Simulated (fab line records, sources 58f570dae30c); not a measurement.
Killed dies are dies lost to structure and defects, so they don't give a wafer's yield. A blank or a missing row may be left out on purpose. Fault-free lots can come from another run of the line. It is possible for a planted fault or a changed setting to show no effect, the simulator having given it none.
Tool commonality check || flow berkeleyCmos170 || Lots sampled 15, wafers sampled 45

== WHY THIS WAS OPENED ==
UCB170_NLDD_TW_MEAS_11, reading NLDD_TW: flagged on 3 of 15 lots. Fault-free wafers read 2206, with a standard deviation of 11.
Rule: flag the lot when none of its wafers has a number, or when each of its wafers that has one lies beyond 4 standard deviations from that mean. The rest of the lots are taken to be sound.

{"lot": "L563", "measured": "day 7 08:33", "on": "filmMetro-04", "NLDD_TW, wafer by wafer": "2223 2230 2230", "flag": ""}
{"lot": "L566", "measured": "day 7 13:52", "on": "filmMetro-02", "NLDD_TW, wafer by wafer": "2200 2208 2201", "flag": ""}
{"lot": "L569", "measured": "day 8 08:23", "on": "filmMetro-03", "NLDD_TW, wafer by wafer": "2202 2207 2211", "flag": ""}
{"lot": "L567", "measured": "day 8 09:05", "on": "filmMetro-02", "NLDD_TW, wafer by wafer": "2194 2185 2202", "flag": ""}
{"lot": "L568", "measured": "day 8 09:36", "on": "filmMetro-03", "NLDD_TW, wafer by wafer": "2032 2047 2038", "flag": "FLAGGED"}
{"lot": "L570", "measured": "day 8 20:20", "on": "filmMetro-02", "NLDD_TW, wafer by wafer": "2195 2195 2199", "flag": ""}
{"lot": "L574", "measured": "day 8 22:56", "on": "filmMetro-04", "NLDD_TW, wafer by wafer": "2225 2233 2241", "flag": ""}
{"lot": "L573", "measured": "day 8 23:13", "on": "filmMetro-02", "NLDD_TW, wafer by wafer": "2019 2036 2027", "flag": "FLAGGED"}
{"lot": "L572", "measured": "day 9 00:31", "on": "filmMetro-03", "NLDD_TW, wafer by wafer": "2019 2024 2033", "flag": "FLAGGED"}
{"lot": "L577", "measured": "day 10 05:34", "on": "filmMetro-02", "NLDD_TW, wafer by wafer": "2206 2202 2197", "flag": ""}
{"lot": "L579", "measured": "day 10 19:07", "on": "filmMetro-04", "NLDD_TW, wafer by wafer": "2215 2220 2213", "flag": ""}
{"lot": "L580", "measured": "day 10 19:53", "on": "filmMetro-02", "NLDD_TW, wafer by wafer": "2197 2201 2207", "flag": ""}
{"lot": "L582", "measured": "day 11 10:02", "on": "filmMetro-03", "NLDD_TW, wafer by wafer": "2206 2223 2211", "flag": ""}
{"lot": "L583", "measured": "day 11 10:19", "on": "filmMetro-02", "NLDD_TW, wafer by wafer": "2203 2199 2200", "flag": ""}
{"lot": "L586", "measured": "day 12 13:10", "on": "filmMetro-03", "NLDD_TW, wafer by wafer": "2217 2201 2211", "flag": ""}
The mean of the flagged lots' numbers is 2031, -175 from the usual (-16 standard deviations).

== EACH LOT AND THE TOOL IT RAN ON ==
The record keeps 1 process step preceding the reading, out of 331 steps on the route. In each cell: the tool, then ch and the chambers that the sampled wafers went through, then the start.
{"lot": "L563", "flag": "", "UCB170_NLDD_IMPLANT_09": "implanter-04 ch 0, day 7 08:19"}
{"lot": "L566", "flag": "", "UCB170_NLDD_IMPLANT_09": "implanter-03 ch 0, day 7 13:38"}
{"lot": "L569", "flag": "", "UCB170_NLDD_IMPLANT_09": "implanter-03 ch 0, day 8 08:10"}
{"lot": "L567", "flag": "", "UCB170_NLDD_IMPLANT_09": "implanter-01 ch 0, day 8 08:52"}
{"lot": "L568", "flag": "FLAGGED", "UCB170_NLDD_IMPLANT_09": "implanter-03 ch 0, day 8 09:21"}
{"lot": "L570", "flag": "", "UCB170_NLDD_IMPLANT_09": "implanter-04 ch 0, day 8 20:05"}
{"lot": "L574", "flag": "", "UCB170_NLDD_IMPLANT_09": "implanter-01 ch 0, day 8 22:43"}
{"lot": "L573", "flag": "FLAGGED", "UCB170_NLDD_IMPLANT_09": "implanter-03 ch 0, day 8 22:59"}
{"lot": "L572", "flag": "FLAGGED", "UCB170_NLDD_IMPLANT_09": "implanter-03 ch 0, day 9 00:16"}
{"lot": "L577", "flag": "", "UCB170_NLDD_IMPLANT_09": "implanter-04 ch 0, day 10 05:19"}
{"lot": "L579", "flag": "", "UCB170_NLDD_IMPLANT_09": "implanter-04 ch 0, day 10 18:52"}
{"lot": "L580", "flag": "", "UCB170_NLDD_IMPLANT_09": "implanter-01 ch 0, day 10 19:38"}
{"lot": "L582", "flag": "", "UCB170_NLDD_IMPLANT_09": "implanter-03 ch 0, day 11 09:48"}
{"lot": "L583", "flag": "", "UCB170_NLDD_IMPLANT_09": "implanter-04 ch 0, day 11 10:06"}
{"lot": "L586", "flag": "", "UCB170_NLDD_IMPLANT_09": "implanter-03 ch 0, day 12 12:55"}
What is done by these steps:
- UCB170_NLDD_IMPLANT_09
- UCB170_NLDD_TW_MEAS_11

== FLAGGED AGAINST TOTAL, ONE TOOL AT A TIME (gauges that did the reading follow at the end) ==
{"step": "UCB170_NLDD_IMPLANT_09", "tool": "implanter-01", "lots run": 3, "flagged": 0, "share of the flagged lots": "none", "sound lots run after its first flagged lot": "-"}
{"step": "UCB170_NLDD_IMPLANT_09", "tool": "implanter-03", "lots run": 7, "flagged": 3, "share of the flagged lots": "all", "sound lots run after its first flagged lot": "2 (L582,L586)"}
{"step": "UCB170_NLDD_IMPLANT_09", "tool": "implanter-04", "lots run": 5, "flagged": 0, "share of the flagged lots": "none", "sound lots run after its first flagged lot": "-"}
{"step": "UCB170_NLDD_TW_MEAS_11", "tool": "filmMetro-02", "lots run": 7, "flagged": 1, "share of the flagged lots": "some", "sound lots run after its first flagged lot": "3 (L577,L580,L583)"}
{"step": "UCB170_NLDD_TW_MEAS_11", "tool": "filmMetro-03", "lots run": 5, "flagged": 2, "share of the flagged lots": "some", "sound lots run after its first flagged lot": "2 (L582,L586)"}
{"step": "UCB170_NLDD_TW_MEAS_11", "tool": "filmMetro-04", "lots run": 3, "flagged": 0, "share of the flagged lots": "none", "sound lots run after its first flagged lot": "-"}

== WHAT THE TABLE ALLOWS ==
1 row of the table ran every flagged lot: implanter-03 at UCB170_NLDD_IMPLANT_09.
- implanter-03 at UCB170_NLDD_IMPLANT_09 ran 7 lots, 3 of them flagged. Sound lots ran on it after the first flagged one (L582, L586), which a lasting fault on the whole tool wouldn't allow. Its own readings (doseIonsCm2, faradayCurrentUA) fall more than 4 standard deviations out on all wafers of the flagged lots.
No row of the table ran every flagged lot and no sound lot after the first.

== WHAT HAD BEEN PUT IN BY THE SIMULATOR ==
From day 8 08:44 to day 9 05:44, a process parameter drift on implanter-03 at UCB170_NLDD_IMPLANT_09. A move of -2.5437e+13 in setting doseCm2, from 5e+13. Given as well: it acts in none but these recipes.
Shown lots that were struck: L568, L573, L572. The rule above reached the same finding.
